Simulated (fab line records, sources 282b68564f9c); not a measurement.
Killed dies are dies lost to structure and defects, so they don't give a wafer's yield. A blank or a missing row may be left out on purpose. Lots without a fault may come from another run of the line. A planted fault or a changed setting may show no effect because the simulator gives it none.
A struck lot beside a sound one | flow rit_cmos | 15 steps out of a route of 202
Sound: wafers L592.2, L592.4, L592.5. Struck: wafers L603.1, L603.2, L603.3. The cause comes at the end.
At each step with rows: each side's tool, then ch and its chambers, then its first start. Under that, the readings that differ: sound wafers | struck wafers | difference of the means | sigmas: that difference in standard deviations of wafers without a fault.
alike: readings whose means differ by less than 2 such deviations, and words and numbers that are the same on both sides. not compared: withheld readings, readings that some wafer has no value for, bounds like >300 that may hide the same value, and numbers for which the record gives no deviation and whose values overlap.
The two part at a step that has a row with sigmas, a row that says differs or no value, or rows on one side only. Numbers that don't overlap but have no deviation are shown without sigmas and don't part them. A reading that every wafer of one side lacks parts them only if that side has two wafers or more.

RIT_ACTIVE_THK_MEAS_02:
  sound on film_metro-04, day 2 13:04; struck on film_metro-01, day 4 20:03
  reading               | sound          | struck         | difference | sigmas
  ACTIVE_OXIDE_THK (nm) | 47.9 46.8 48.0 | 44.9 44.7 45.2 | -2.6       | -3
then, 1 step without rows for these wafers: RIT_ACTIVE_CVD_03 (deposits Si3N4 from SiH2Cl2/NH3, target thk 150 nm, time 1500 s).
RIT_ACTIVE_THK_MEAS_04:
  sound on film_metro-01, day 2 14:32; struck on film_metro-04, day 4 22:14
  alike: ACTIVE_NITRIDE_THK
then, 6 steps without rows for these wafers: RIT_ACTIVE_HMDS_05 (prime time 60 s); RIT_ACTIVE_COAT_06 (resist thk 1000 nm); RIT_ACTIVE_SOFTBAKE_07 (time 60 s); RIT_ACTIVE_EXPOSE_08 (exposes mask M1, target cd 1400 nm); RIT_ACTIVE_PEB_09; RIT_ACTIVE_DEVELOP_10 (develop time 50 s).
RIT_ACTIVE_CD_MEAS_11: target cd 1400 nm.
  sound on cd_sem-01, day 2 15:28; struck on cd_sem-01, day 4 23:16
  alike: cd_nm
then, 1 step without rows for these wafers: RIT_ACTIVE_HARDBAKE_12 (time 60 s).
RIT_ACTIVE_ETCH_13: etches Si3N4 in SF6, stops on SiO2, time 210 s, target depth 210 nm.
  sound on rie_diel-01 ch 1,2, day 2 15:43; struck on rie_diel-03 ch 0,1,2, day 4 23:32
  alike: drypump_motor_current_A, oes_product_au, rf_fwd_power_W, throttle_valve_pct
  not compared: rf_hours_counter_h
RIT_ACTIVE_STRIP_14: strips in O2, time 180 s.
  sound on plasma_asher-02 ch 0,1, day 2 15:50; struck on plasma_asher-02 ch 0,1, day 4 23:41
  reading                        | sound          | struck         | difference | sigmas
  chamber_pressure_mTorr (mTorr) | 3992 4005 3997 | 5998 5998 5998 | +2000      | +99 or more
  alike: drypump_motor_current_A
  not compared: rf_hours_counter_h
RIT_ACTIVE_CD_MEAS_90: target cd 1400 nm.
  sound on cd_sem-02, day 2 16:02; struck on cd_sem-01, day 4 23:51
  alike: cd_nm
RIT_M1_PROBE_99:
  the record has rows for the sound wafers here (prober-02, day 4 11:29) and none for the struck ones

WHERE THEY PART
First at RIT_ACTIVE_THK_MEAS_02; last, within this record, at RIT_M1_PROBE_99.

WHY: what the simulator had put in
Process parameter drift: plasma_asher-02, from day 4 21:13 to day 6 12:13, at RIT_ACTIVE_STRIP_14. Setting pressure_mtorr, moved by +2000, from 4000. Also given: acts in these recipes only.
